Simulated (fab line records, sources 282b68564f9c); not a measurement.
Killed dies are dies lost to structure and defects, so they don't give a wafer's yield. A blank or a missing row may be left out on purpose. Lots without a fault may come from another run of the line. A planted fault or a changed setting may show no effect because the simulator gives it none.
Problem report in the 8D (eight disciplines) form, filled by code | flow rit_cmos | the parts of the form that need people (team, actions taken, sign-off) are left out

1. THE PROBLEM
heater_power_total_W at RIT_PWELL_SOFTBAKE_02 reads a mean of 36.68 W on 6 wafers of 2 lots; wafers without a fault read 34.56 W with a standard deviation of 0.047. That is +45 standard deviations from the usual mean.
The step: time 60 s.
First seen on wafer L592.1, day 4 03:34, on litho_track-01. The record holds 42 wafers of 14 lots with a number at this step. Rule for "out", or "out of limits": more than 4 standard deviations from the usual mean. The other wafers with a number count as sound.

2. WHAT IT IS AND WHAT IT IS NOT
question                    | is                                 | is not
which readings at this step | heater_power_total_W, run_length_s | resist_line_temp_C
which lots                  | L592, L593                         | L582, L584, L585, L586, L588, L594, L596, L597, L598, L599, L601, L602
which wafers of those lots  | all that have a number             | -
read on which tools         | litho_track-01                     | litho_track-03, litho_track-04
when                        | from day 4 03:34                   | up to then (15 sound wafers); but 21 sound wafers of L594, L596, L597, L598, L599, L601, L602 came after

3. SUSPECTS, AND WHAT RULES EACH OUT
Counting: a tool at a process step up to the reading stays a suspect if it ran every lot that is out and no sound lot after the first of them.
- litho_track-01 at RIT_PWELL_SOFTBAKE_02 (time 60 s): kept. It ran every lot that is out, first L592 (day 4 03:34), and no sound lot after that; its last sound lot up to then is L588 (day 3 13:15). Its own readings are out on those wafers: heater_power_total_W, run_length_s.
Left after counting: litho_track-01 at RIT_PWELL_SOFTBAKE_02.

4. THE CAUSE (what the simulator had put in)
Process parameter drift: litho_track-01, from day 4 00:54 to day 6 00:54, at RIT_PWELL_SOFTBAKE_02. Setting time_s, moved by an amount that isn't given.
Counting left only this tool.

5. THE CHAIN OF EFFECTS, in route order
Each row: a reading whose mean over the struck wafers that have a number lies more than 3 standard deviations from the usual. Only readings for which the record gives a usual standard deviation are gone through. hours: the time from each lot's start at the first step in this table that gives one to its start at this step, as a median over the lots. sigmas: the change in usual standard deviations.
hours | step                  | reading              | usual   | on struck wafers | change | sigmas
0     | RIT_PWELL_SOFTBAKE_02 | heater_power_total_W | 34.56 W | 36.68            | +2.12  | +45
0     | RIT_PWELL_SOFTBAKE_02 | run_length_s         | 89.11 s | 77.75            | -11.36 | -44
The process steps in it:
- RIT_PWELL_SOFTBAKE_02: time 60 s.
Later measuring or inspecting steps at which every struck wafer that the step has a row for has a number for every such reading, and none has moved that far: RIT_WELLDRIVE_RS_MEAS_01.

6. WHAT WOULD HAVE CAUGHT IT SOONER
In this record the first reading out of limits was taken at day 4 03:34, 3 hours after the fault began at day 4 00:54.
